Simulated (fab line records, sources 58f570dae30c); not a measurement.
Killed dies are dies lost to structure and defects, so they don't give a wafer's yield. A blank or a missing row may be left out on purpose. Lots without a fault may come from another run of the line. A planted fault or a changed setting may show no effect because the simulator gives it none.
A struck lot beside a sound one | flow berkeley_cmos170 | 23 steps out of a route of 331
Sound: wafers L270.1, L270.2, L270.5. Struck: wafers L277.1, L277.2, L277.4. The cause comes at the end.
At each step with rows: each side's tool, then ch and its chambers, then its first start. Under that, the readings that differ: sound wafers | struck wafers | difference of the means | sigmas: that difference in standard deviations of wafers without a fault.
alike: readings whose means differ by less than 2 such deviations, and words and numbers that are the same on both sides. not compared: withheld readings, readings that some wafer has no value for, bounds like >300 that may hide the same value, and numbers for which the record gives no deviation and whose values overlap.
The two part at a step that has a row with sigmas, a row that says differs or no value, or rows on one side only. Numbers that don't overlap but have no deviation are shown without sigmas and don't part them. A reading that every wafer of one side lacks parts them only if that side has two wafers or more.

first, 1 step without rows for these wafers: UCB170_CONTACT_DEVELOP_14 (develop time 45 s).
UCB170_CONTACT_CD_MEAS_15: target cd 700 nm.
  sound on cd_sem-02, day 8 11:23; struck on cd_sem-02, day 9 14:10
  alike: cd_nm
UCB170_CONTACT_OVL_MEAS_16:
  sound on overlay-01, day 8 11:30; struck on overlay-01, day 9 14:17
  alike: CONTACT_OVL
UCB170_CONTACT_ETCH_17: etches BARC in N2/H2.
  sound on rie_diel-02 ch 1,3, day 8 11:32; struck on rie_diel-04 ch 1,2,3, day 9 14:19
  alike: drypump_motor_current_A, oes_product_au, rf_fwd_power_W, throttle_valve_pct
then, 1 step without rows for these wafers: UCB170_CONTACT_ETCH_18 (etches PSG in CHF3/CF4/Ar, stops on TiSi2, target depth 840 nm, time 195 s).
UCB170_CONTACT_STRIP_19: strips in O2.
  sound on plasma_asher-01 ch 0,1, day 8 11:42; struck on plasma_asher-03 ch 0,1, day 9 14:29
  alike: drypump_motor_current_A, oes_product_au
  not compared: rf_hours_counter_h
UCB170_CONTACT_CD_MEAS_90: target cd 700 nm.
  sound on cd_sem-02, day 8 11:48; struck on cd_sem-01, day 9 14:35
  alike: cd_nm
then, 1 step without rows for these wafers: UCB170_CONTACT_CLEAN_20 (cleans in SPM, time 600 s).
UCB170_M1_SPUTTER_00: material Al, target thk 600 nm, time 80 s.
  sound on pvd_sputter-04, day 8 12:13; struck on pvd_sputter-01, day 9 14:54
  alike: cathode_dc_power_W, throttle_valve_pct
UCB170_M1_RS_MEAS_01: measures by four-point-probe.
  sound on film_metro-02, day 8 12:16; struck on film_metro-04, day 9 14:58
  alike: M1_AL_RS
UCB170_M1_THK_MEAS_02: measures by xrf.
  sound on film_metro-02, day 8 12:23; struck on film_metro-04, day 9 15:05
  alike: M1_AL_THK
then, 1 step without rows for these wafers: UCB170_M1_COAT_03.
UCB170_M1_COAT_04: resist thk 900 nm.
  sound on litho_track-01 ch 0, day 8 13:00; struck on litho_track-01 ch 0, day 9 15:00
  reading                             | sound             | struck            | difference | sigmas
  model.KrF_of_M1_COAT_04.thk_nm (nm) | 901.7 904.2 902.4 | 851.1 847.7 849.3 | -53.4      |
then, 4 steps without rows for these wafers: UCB170_M1_SOFTBAKE_05 (time 60 s); UCB170_M1_EXPOSE_06 (exposes mask METAL1, target cd 700 nm); UCB170_M1_PEB_07; UCB170_M1_DEVELOP_08 (develop time 45 s).
UCB170_M1_CD_MEAS_09: target cd 700 nm.
  sound on cd_sem-02, day 8 14:15; struck on cd_sem-01, day 9 16:03
  alike: cd_nm
UCB170_M1_OVL_MEAS_10:
  sound on overlay-02, day 8 14:22; struck on overlay-02, day 9 16:10
  alike: M1_OVL
UCB170_M1_ETCH_11: etches BARC in N2/H2.
  sound on rie_diel-01 ch 0,1,3, day 8 14:24; struck on rie_diel-01 ch 2,3, day 9 16:12
  alike: drypump_motor_current_A, oes_product_au, rf_fwd_power_W, throttle_valve_pct
UCB170_M1_METAL_ETCH_12: etches Al in Cl2/BCl3, stops on PSG, target depth 780 nm, time 130 s.
  sound on rie_metal-04 ch 0,1, day 8 14:27; struck on rie_metal-04 ch 0,1, day 9 16:14
  reading                             | sound             | struck            | difference | sigmas
  model.KrF_of_M1_COAT_04.thk_nm (nm) | 462.5 433.2 457.8 | 384.8 400.8 405.5 | -54.1      |
  alike: drypump_motor_current_A, oes_product_au, rf_fwd_power_W, throttle_valve_pct
  not compared: rf_hours_counter_h
UCB170_M1_STRIP_13: strips in O2.
  sound on plasma_asher-04 ch 0,1, day 8 14:35; struck on plasma_asher-01 ch 0,1, day 9 16:23
  alike: drypump_motor_current_A, oes_product_au
  not compared: rf_hours_counter_h
UCB170_M3_PROBE_99:
  the record has rows for the sound wafers here (prober-02, day 9 03:23) and none for the struck ones

WHERE THEY PART
Only at UCB170_M3_PROBE_99, within this record.

WHY: what the simulator had put in
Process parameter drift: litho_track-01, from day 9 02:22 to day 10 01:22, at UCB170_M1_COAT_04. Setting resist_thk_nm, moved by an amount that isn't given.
